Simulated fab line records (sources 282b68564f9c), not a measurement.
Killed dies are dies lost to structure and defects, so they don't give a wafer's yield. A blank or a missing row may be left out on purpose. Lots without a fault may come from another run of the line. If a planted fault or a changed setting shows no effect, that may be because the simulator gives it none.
Comparing a struck lot with a sound one || flow rit_cmos || 14 out of 202 route steps
Sound: wafers L800.3, L800.4, L800.5. The struck wafers were L794.2, L794.5, L794.6. Last of all comes the cause.
Order at every step that has rows: each side's tool, ch and its chambers, its first start. Under that, the readings that differ: sound wafers || struck wafers || difference of the means || sigmas: that difference in standard deviations of wafers without a fault.
alike: readings whose means differ by less than 2 such deviations, and words and numbers that are the same on both sides. not compared: withheld readings, readings that some wafer has no value for, bounds like >300 that may hide the same value, and numbers for which the record gives no deviation and whose values overlap.
The two part at a step that has a row with sigmas, a row that says differs or no value, or rows on one side only. When numbers do not overlap yet have no deviation, they are printed without sigmas and do not part them. A reading that every wafer of one side lacks parts them only if that side has two wafers or more.

first, 4 steps without rows for these wafers: RIT_NLDD_SOFTBAKE_02 (time 60 s); RIT_NLDD_EXPOSE_03 (exposes mask M7, target cd 40700 nm); RIT_NLDD_PEB_04; RIT_NLDD_DEVELOP_05 (develop time 50 s).
RIT_NLDD_OVL_MEAS_06:
  struck on overlay-01, day 6 03:16; sound on overlay-01, day 7 09:18
{"reading": "NLDD_OVL (nm)", "sound": "4.8 5.6 5.1", "struck": "-3.2 -4.9 -2.9", "difference": -8.8, "sigmas": -4}
then, 2 steps without rows for these wafers: RIT_NLDD_HARDBAKE_07 (time 60 s); RIT_NLDD_IMPLANT_08.
RIT_NLDD_STRIP_09: strips in O2, time 180 s.
  sound on plasma_asher-03 ch 0,1, day 7 09:41; struck on plasma_asher-03 ch 0,1, day 6 03:36
  alike: drypump_motor_current_A
  not compared: rf_hours_counter_h
RIT_NLDD_TW_MEAS_10:
  struck on film_metro-04, day 6 03:47; sound on film_metro-03, day 7 09:49
  alike: NLDD_TW
then, 3 steps without rows for these wafers: RIT_PLDD_HMDS_00 (prime time 60 s); RIT_PLDD_COAT_01 (resist thk 1000 nm); RIT_PLDD_SOFTBAKE_02 (time 60 s).
RIT_PLDD_EXPOSE_03: exposes mask M8, target cd 40900 nm.
  struck on iline_stepper-01, day 6 04:19; sound on iline_stepper-02 ch 0, day 7 10:30
  no value came back on the struck wafers for exposure_dose_mJ_cm2, focus_offset_nm (nm); on the sound wafers exposure_dose_mJ_cm2 reads 249.86 250.12 249.95
  alike: mask
next, for these wafers, 1 step has no rows: RIT_PLDD_PEB_04.

== WHERE THEY PART ==
First at RIT_NLDD_OVL_MEAS_06; last, within this record, at RIT_PLDD_EXPOSE_03.

WHY: what the simulator had put in
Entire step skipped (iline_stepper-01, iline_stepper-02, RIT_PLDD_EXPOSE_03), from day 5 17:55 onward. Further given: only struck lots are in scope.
